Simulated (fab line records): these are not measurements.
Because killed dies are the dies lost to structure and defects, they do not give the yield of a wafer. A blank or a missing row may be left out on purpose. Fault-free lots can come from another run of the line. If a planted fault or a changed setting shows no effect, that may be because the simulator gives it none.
The tool behind it: which one? || flow berkeleyCmos170 || 42 wafers from 14 lots sampled at 3 of the route's 331 steps

## WHAT EACH GAUGE READ, for each wafer
UCB170_PLDD_TW_MEAS_11. Usual: for PLDD_TW the level is 1013 and the standard deviation is 4.7.
{"lot": "L398", "measured": "day 6 10:02", "on": "filmMetro-03", "PLDD_TW": "1013 1014 1013", "flag": ""}
{"lot": "L400", "measured": "day 6 10:35", "on": "filmMetro-04", "PLDD_TW": "1005 1008 1008", "flag": ""}
{"lot": "L399", "measured": "day 6 10:53", "on": "filmMetro-03", "PLDD_TW": "1014 1015 1016", "flag": ""}
{"lot": "L402", "measured": "day 6 22:52", "on": "filmMetro-04", "PLDD_TW": "1012 1007 1009", "flag": ""}
{"lot": "L401", "measured": "day 7 11:35", "on": "filmMetro-01", "PLDD_TW": "1017 1015 1012", "flag": ""}
{"lot": "L405", "measured": "day 7 11:45", "on": "filmMetro-04", "PLDD_TW": "1010 1010 1009", "flag": ""}
{"lot": "L404", "measured": "day 7 11:59", "on": "filmMetro-04", "PLDD_TW": "1009 1010 1000", "flag": ""}
{"lot": "L408", "measured": "day 8 10:35", "on": "filmMetro-01", "PLDD_TW": "1011 1009 1010", "flag": ""}
{"lot": "L410", "measured": "day 8 19:03", "on": "filmMetro-03", "PLDD_TW": "1017 1011 1013", "flag": ""}
{"lot": "L414", "measured": "day 9 09:22", "on": "filmMetro-04", "PLDD_TW": "1017 1011 1018", "flag": ""}
{"lot": "L412", "measured": "day 9 09:30", "on": "filmMetro-03", "PLDD_TW": "1013 1013 1008", "flag": ""}
{"lot": "L415", "measured": "day 10 05:54", "on": "filmMetro-01", "PLDD_TW": "1013 1018 1025", "flag": ""}
{"lot": "L418", "measured": "day 10 06:22", "on": "filmMetro-03", "PLDD_TW": "30 30 30 30 30 30", "flag": "OFF"}
{"lot": "L416", "measured": "day 10 06:37", "on": "filmMetro-01", "PLDD_TW": "30 30 30 30 30 30", "flag": "OFF"}

## WHAT TOOL EACH LOT RAN ON (gives the tool, then ch and the chambers of the sampled wafers, and finally the start)
{"lot": "L398", "UCB170_GATE_STRIP_16": "plasmaAsher-04 ch 0,1, day 6 07:34", "UCB170_PLDD_STRIP_10": "plasmaAsher-03 ch 0,1, day 6 09:56"}
{"lot": "L400", "UCB170_GATE_STRIP_16": "plasmaAsher-04 ch 1, day 6 07:44", "UCB170_PLDD_STRIP_10": "plasmaAsher-02 ch 0,1, day 6 10:29"}
{"lot": "L399", "UCB170_GATE_STRIP_16": "plasmaAsher-02 ch 0,1, day 6 07:49", "UCB170_PLDD_STRIP_10": "plasmaAsher-02 ch 0,1, day 6 10:47"}
{"lot": "L402", "UCB170_GATE_STRIP_16": "plasmaAsher-01 ch 0,1, day 6 19:47", "UCB170_PLDD_STRIP_10": "plasmaAsher-01 ch 0,1, day 6 22:46"}
{"lot": "L401", "UCB170_GATE_STRIP_16": "plasmaAsher-02 ch 0,1, day 7 08:56", "UCB170_PLDD_STRIP_10": "plasmaAsher-03 ch 0,1, day 7 11:28"}
{"lot": "L405", "UCB170_GATE_STRIP_16": "plasmaAsher-04 ch 1, day 7 09:13", "UCB170_PLDD_STRIP_10": "plasmaAsher-02 ch 0,1, day 7 11:38"}
{"lot": "L404", "UCB170_GATE_STRIP_16": "plasmaAsher-01 ch 0,1, day 7 09:32", "UCB170_PLDD_STRIP_10": "plasmaAsher-01 ch 0,1, day 7 11:53"}
{"lot": "L408", "UCB170_GATE_STRIP_16": "plasmaAsher-01 ch 0,1, day 8 08:46", "UCB170_PLDD_STRIP_10": "plasmaAsher-02 ch 0,1, day 8 10:28"}
{"lot": "L410", "UCB170_GATE_STRIP_16": "plasmaAsher-04 ch 0,1, day 8 16:45", "UCB170_PLDD_STRIP_10": "plasmaAsher-01 ch 0,1, day 8 18:57"}
{"lot": "L414", "UCB170_GATE_STRIP_16": "plasmaAsher-04 ch 0,1, day 9 07:07", "UCB170_PLDD_STRIP_10": "plasmaAsher-01 ch 0,1, day 9 09:16"}
{"lot": "L412", "UCB170_GATE_STRIP_16": "plasmaAsher-01 ch 0,1, day 9 07:20", "UCB170_PLDD_STRIP_10": "plasmaAsher-03 ch 0,1, day 9 09:24"}
{"lot": "L415", "UCB170_GATE_STRIP_16": "plasmaAsher-04 ch 0,1, day 10 03:30", "UCB170_PLDD_STRIP_10": "plasmaAsher-02 ch 1, day 10 05:47"}
{"lot": "L418", "UCB170_GATE_STRIP_16": "plasmaAsher-01 ch 0, day 10 04:20", "UCB170_PLDD_STRIP_10": "plasmaAsher-01 ch 0,1, day 10 06:16"}
{"lot": "L416", "UCB170_GATE_STRIP_16": "plasmaAsher-04 ch 0,1, day 10 04:37", "UCB170_PLDD_STRIP_10": "plasmaAsher-03 ch 0,1, day 10 06:31"}
- UCB170_GATE_STRIP_16: strips in O2.
- UCB170_PLDD_STRIP_10: strips in O2.

## WHAT THE TOOLS THEMSELVES READ (means of the sampled wafers that have a number; where no wafer has one, the mark that the record gives instead)
UCB170_GATE_STRIP_16. Usual: chamberPressureMTorr 3500 mTorr, standard deviation 3.2; drypumpMotorCurrentA 5.8 A, standard deviation 0.43; oesProductAu 0.724 a.u., standard deviation 0.0047.
{"lot": "L398", "tool": "plasmaAsher-04", "chamberPressureMTorr (mTorr)": 3500, "drypumpMotorCurrentA (A)": 5.9, "oesProductAu (a.u.)": 0.719, "flag": ""}
{"lot": "L400", "tool": "plasmaAsher-04", "chamberPressureMTorr (mTorr)": 3500, "drypumpMotorCurrentA (A)": 5.5, "oesProductAu (a.u.)": 0.729, "flag": ""}
{"lot": "L399", "tool": "plasmaAsher-02", "chamberPressureMTorr (mTorr)": 3499, "drypumpMotorCurrentA (A)": 5.8, "oesProductAu (a.u.)": 0.726, "flag": ""}
{"lot": "L402", "tool": "plasmaAsher-01", "chamberPressureMTorr (mTorr)": 3498, "drypumpMotorCurrentA (A)": 5.5, "oesProductAu (a.u.)": 0.723, "flag": ""}
{"lot": "L401", "tool": "plasmaAsher-02", "chamberPressureMTorr (mTorr)": 3502, "drypumpMotorCurrentA (A)": 5.7, "oesProductAu (a.u.)": 0.727, "flag": ""}
{"lot": "L405", "tool": "plasmaAsher-04", "chamberPressureMTorr (mTorr)": 3504, "drypumpMotorCurrentA (A)": 5.6, "oesProductAu (a.u.)": 0.720, "flag": ""}
{"lot": "L404", "tool": "plasmaAsher-01", "chamberPressureMTorr (mTorr)": 3501, "drypumpMotorCurrentA (A)": 5.6, "oesProductAu (a.u.)": 0.730, "flag": ""}
{"lot": "L408", "tool": "plasmaAsher-01", "chamberPressureMTorr (mTorr)": 3501, "drypumpMotorCurrentA (A)": 5.5, "oesProductAu (a.u.)": 0.727, "flag": ""}
{"lot": "L410", "tool": "plasmaAsher-04", "chamberPressureMTorr (mTorr)": 3500, "drypumpMotorCurrentA (A)": 6.3, "oesProductAu (a.u.)": 0.727, "flag": ""}
{"lot": "L414", "tool": "plasmaAsher-04", "chamberPressureMTorr (mTorr)": 3500, "drypumpMotorCurrentA (A)": 6.2, "oesProductAu (a.u.)": 0.724, "flag": ""}
{"lot": "L412", "tool": "plasmaAsher-01", "chamberPressureMTorr (mTorr)": 3500, "drypumpMotorCurrentA (A)": 5.6, "oesProductAu (a.u.)": 0.719, "flag": ""}
{"lot": "L415", "tool": "plasmaAsher-04", "chamberPressureMTorr (mTorr)": 3499, "drypumpMotorCurrentA (A)": 6.2, "oesProductAu (a.u.)": 0.726, "flag": ""}
{"lot": "L418", "tool": "plasmaAsher-01", "chamberPressureMTorr (mTorr)": "-", "drypumpMotorCurrentA (A)": "-", "oesProductAu (a.u.)": "-", "flag": "OFF"}
{"lot": "L416", "tool": "plasmaAsher-04", "chamberPressureMTorr (mTorr)": "-", "drypumpMotorCurrentA (A)": "-", "oesProductAu (a.u.)": "-", "flag": "OFF"}

UCB170_PLDD_STRIP_10. Usual: chamberPressureMTorr 3500 mTorr, standard deviation 3.3; drypumpMotorCurrentA 5.77 A, standard deviation 0.24; oesProductAu 0.735 a.u., standard deviation 0.0043; stripTimeToEndpointS 21.94 s, standard deviation 0.064.
{"lot": "L398", "tool": "plasmaAsher-03", "chamberPressureMTorr (mTorr)": 3503, "drypumpMotorCurrentA (A)": 6.06, "oesProductAu (a.u.)": 0.735, "stripTimeToEndpointS (s)": 21.87, "flag": ""}
{"lot": "L400", "tool": "plasmaAsher-02", "chamberPressureMTorr (mTorr)": 3499, "drypumpMotorCurrentA (A)": 5.69, "oesProductAu (a.u.)": 0.739, "stripTimeToEndpointS (s)": 22.00, "flag": ""}
{"lot": "L399", "tool": "plasmaAsher-02", "chamberPressureMTorr (mTorr)": 3496, "drypumpMotorCurrentA (A)": 5.71, "oesProductAu (a.u.)": 0.733, "stripTimeToEndpointS (s)": 21.92, "flag": ""}
{"lot": "L402", "tool": "plasmaAsher-01", "chamberPressureMTorr (mTorr)": 3500, "drypumpMotorCurrentA (A)": 5.57, "oesProductAu (a.u.)": 0.734, "stripTimeToEndpointS (s)": 22.01, "flag": ""}
{"lot": "L401", "tool": "plasmaAsher-03", "chamberPressureMTorr (mTorr)": 3500, "drypumpMotorCurrentA (A)": 6.07, "oesProductAu (a.u.)": 0.733, "stripTimeToEndpointS (s)": 21.92, "flag": ""}
{"lot": "L405", "tool": "plasmaAsher-02", "chamberPressureMTorr (mTorr)": 3501, "drypumpMotorCurrentA (A)": 5.70, "oesProductAu (a.u.)": 0.733, "stripTimeToEndpointS (s)": 21.88, "flag": ""}
{"lot": "L404", "tool": "plasmaAsher-01", "chamberPressureMTorr (mTorr)": 3503, "drypumpMotorCurrentA (A)": 5.58, "oesProductAu (a.u.)": 0.739, "stripTimeToEndpointS (s)": 21.90, "flag": ""}
{"lot": "L408", "tool": "plasmaAsher-02", "chamberPressureMTorr (mTorr)": 3501, "drypumpMotorCurrentA (A)": 5.80, "oesProductAu (a.u.)": 0.737, "stripTimeToEndpointS (s)": 21.88, "flag": ""}
{"lot": "L410", "tool": "plasmaAsher-01", "chamberPressureMTorr (mTorr)": 3500, "drypumpMotorCurrentA (A)": 5.52, "oesProductAu (a.u.)": 0.737, "stripTimeToEndpointS (s)": 21.92, "flag": ""}
{"lot": "L414", "tool": "plasmaAsher-01", "chamberPressureMTorr (mTorr)": 3500, "drypumpMotorCurrentA (A)": 5.53, "oesProductAu (a.u.)": 0.742, "stripTimeToEndpointS (s)": 21.90, "flag": ""}
{"lot": "L412", "tool": "plasmaAsher-03", "chamberPressureMTorr (mTorr)": 3503, "drypumpMotorCurrentA (A)": 6.07, "oesProductAu (a.u.)": 0.733, "stripTimeToEndpointS (s)": 21.97, "flag": ""}
{"lot": "L415", "tool": "plasmaAsher-02", "chamberPressureMTorr (mTorr)": 3503, "drypumpMotorCurrentA (A)": 5.58, "oesProductAu (a.u.)": 0.731, "stripTimeToEndpointS (s)": 22.00, "flag": ""}
{"lot": "L418", "tool": "plasmaAsher-01", "chamberPressureMTorr (mTorr)": 3499, "drypumpMotorCurrentA (A)": 5.58, "oesProductAu (a.u.)": 0.738, "stripTimeToEndpointS (s)": 46.56, "flag": "OFF"}
{"lot": "L416", "tool": "plasmaAsher-03", "chamberPressureMTorr (mTorr)": 3497, "drypumpMotorCurrentA (A)": 6.06, "oesProductAu (a.u.)": 0.742, "stripTimeToEndpointS (s)": 46.41, "flag": "OFF"}

## THE ANSWER, worked out from the rows above alone
Rule: lot off if the mean of its wafers having a number is beyond 3 standard deviations from the usual mean. A lot without any number at a reading at which 4 lots or more have one is off too. The other lots that the step has rows for count as sound. First the gauges in route order, then the tools' own readings, where a lot's mean is used as printed above. The first step at which some lot is off is used, and at that step the reading that is off furthest; a lot without a number counts as furthest.
Off: L418, L416, seen at UCB170_PLDD_TW_MEAS_11 (PLDD_TW).
A tool fits if, at a process step before that reading, it ran every lot that is off, and no sound lot after the first of them. The gauges at UCB170_PLDD_TW_MEAS_11 aren't tried: what is off there is off at UCB170_GATE_STRIP_16 too, on other tools, and a gauge's error can't cause that. None of those tried fits.

## WHAT THE SIMULATOR PUT IN
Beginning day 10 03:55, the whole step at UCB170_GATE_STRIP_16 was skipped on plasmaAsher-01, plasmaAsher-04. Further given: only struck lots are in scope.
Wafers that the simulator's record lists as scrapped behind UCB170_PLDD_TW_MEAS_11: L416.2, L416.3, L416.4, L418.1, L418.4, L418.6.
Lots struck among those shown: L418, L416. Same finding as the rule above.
